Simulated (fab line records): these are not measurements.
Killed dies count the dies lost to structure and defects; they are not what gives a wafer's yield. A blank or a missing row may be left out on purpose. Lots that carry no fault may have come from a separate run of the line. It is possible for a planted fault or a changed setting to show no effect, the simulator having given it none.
What tool caused it?	flow berkeleyCmos170	11 lots, 33 wafers sampled, at 2 steps of a route of 331

## WHAT EACH GAUGE READ, for each wafer
UCB170_PWELL_THK_MEAS_06.
lot	measured	on	PWELL_NITRIDE_THK (nm)
L721	day 3 07:56	filmMetro-02	222.0 218.7 219.4
L722	day 3 07:56	filmMetro-03	223.1 222.9 221.3
L723	day 3 13:39	filmMetro-04	223.0 222.9 223.3
L724	day 4 00:02	filmMetro-04	221.3 222.1 223.1
L725	day 4 00:02	filmMetro-03	218.1 218.9 218.7
L727	day 4 03:59	filmMetro-03	219.3 219.5 220.3
L729	day 4 14:47	filmMetro-04	221.6 222.2 222.9
L731	day 5 03:31	filmMetro-04	207.0 211.7 210.6 207.0 211.5 210.4
L733	day 5 22:10	filmMetro-04	207.3 207.0 207.6 207.4 207.1 207.4
L735	day 6 03:35	filmMetro-02	222.0 222.1 222.0
L739	day 6 17:26	filmMetro-04	218.2 218.8 218.1

## WHICH TOOL RAN EACH LOT (tool, then ch and the chambers of the sampled wafers, then the start)
lot	UCB170_PWELL_CVD_05
L721	lpcvd-02 ch 0, day 3 06:01
L722	lpcvd-02 ch 0, day 3 06:01
L723	lpcvd-01 ch 0, day 3 11:44
L724	lpcvd-02 ch 1, day 3 22:07
L725	lpcvd-02 ch 0, day 3 22:07
L727	lpcvd-02 ch 0, day 4 02:03
L729	lpcvd-02 ch 0, day 4 12:52
L731	lpcvd-01 ch 0, day 5 01:37
L733	lpcvd-01 ch 0, day 5 20:16
L735	lpcvd-02 ch 0, day 6 01:38
L739	lpcvd-02 ch 0, day 6 15:29
- UCB170_PWELL_CVD_05: deposits Si3N4 from SiH2Cl2/NH3, target thk 220 nm, time 3300 s.

## THE ANSWER, worked out from the rows above alone
Rule: the lots themselves supply what counts as usual. The widest of any qualifying gaps counts: lots, ordered by their means at a reading, are off when they make up no more than a third of the lots, leave a main group of 4 or more, and stand apart from it by 3 or more times the standard deviation of that group's means. If all means in a main group match to the digits the tables above print for the reading, that group is not used. Also off: a lot with no number at a reading for which 4 or more lots have one. All remaining lots with rows at the step are treated as sound.
Off: L731, L733, seen at UCB170_PWELL_THK_MEAS_06 (PWELL_NITRIDE_THK). The main group has a mean of 221.0 nm with a standard deviation of 1.7.
If a tool, at a process step before that reading, ran all the lots that are off and no sound lot after the first of them, it fits. Those tools and the gauges at UCB170_PWELL_THK_MEAS_06 are tried in the same way. One fits: lpcvd-01 at UCB170_PWELL_CVD_05. Its last sound lot is L723 (day 3 11:44), its first lot that is off L731 (day 5 01:37): a fault that began between those two fits.

## WHAT THE SIMULATOR HAD INSERTED
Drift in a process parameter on lpcvd-01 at UCB170_PWELL_CVD_05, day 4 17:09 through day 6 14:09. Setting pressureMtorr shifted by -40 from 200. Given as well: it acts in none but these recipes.
Struck lots among those shown: L731, L733. The rule above found the same.
